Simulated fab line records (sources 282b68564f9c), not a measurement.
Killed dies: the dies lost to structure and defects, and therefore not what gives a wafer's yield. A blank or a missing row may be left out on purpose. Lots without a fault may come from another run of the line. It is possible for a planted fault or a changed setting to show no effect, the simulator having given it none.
Which of the tools did it? | flow rit_cmos | 6 lots with 18 wafers sampled at 2 steps, on a route of 202 steps

== WHAT THE GAUGES SHOWED, per wafer ==
RIT_SPACER_THK_MEAS_04.
lot  | measured    | on            | SPACER_NITRIDE_THK (nm)
L874 | day 3 08:43 | film_metro-04 | 247.4 247.4 246.1
L876 | day 3 14:44 | film_metro-02 | 250.7 252.1 250.6
L878 | day 4 03:10 | film_metro-01 | 248.1 251.0 249.1
L880 | day 4 09:42 | film_metro-02 | 244.3 245.5 244.6
L882 | day 4 20:33 | film_metro-04 | 249.2 249.6 248.4
L885 | day 5 15:21 | film_metro-02 | 246.0 248.1 246.0

== TOOL THAT RAN EACH LOT (tool first, then ch and the chambers of the sampled wafers, then the start) ==
lot  | RIT_SPACER_CVD_03
L874 | lpcvd-01 ch 1, day 3 06:48
L876 | lpcvd-01 ch 1, day 3 12:49
L878 | lpcvd-01 ch 1, day 4 01:15
L880 | lpcvd-01 ch 0, day 4 07:46
L882 | lpcvd-02 ch 1, day 4 18:37
L885 | lpcvd-01 ch 1, day 5 13:25
- RIT_SPACER_CVD_03: deposits Si3N4 from SiH2Cl2/NH3, target thk 250 nm, time 3300 s.

== THE ANSWER, worked out from the rows above alone ==
Rule: usual is defined by the lots themselves. The widest of any qualifying gaps counts: lots, ordered by their means at a reading, are off when they make up no more than a third of the lots, leave a main group of 4 or more, and stand apart from it by 3 or more times the standard deviation of that group's means. The tables above print the reading to a certain number of digits; a main group whose means all agree to those digits is not used. Also off: a lot with no number at a reading for which 4 or more lots have one. The other lots that the step has rows for count as sound.
No lot is off on any of the readings shown, so nothing can be concluded from this.

== WHAT THE SIMULATOR HAD INSERTED ==
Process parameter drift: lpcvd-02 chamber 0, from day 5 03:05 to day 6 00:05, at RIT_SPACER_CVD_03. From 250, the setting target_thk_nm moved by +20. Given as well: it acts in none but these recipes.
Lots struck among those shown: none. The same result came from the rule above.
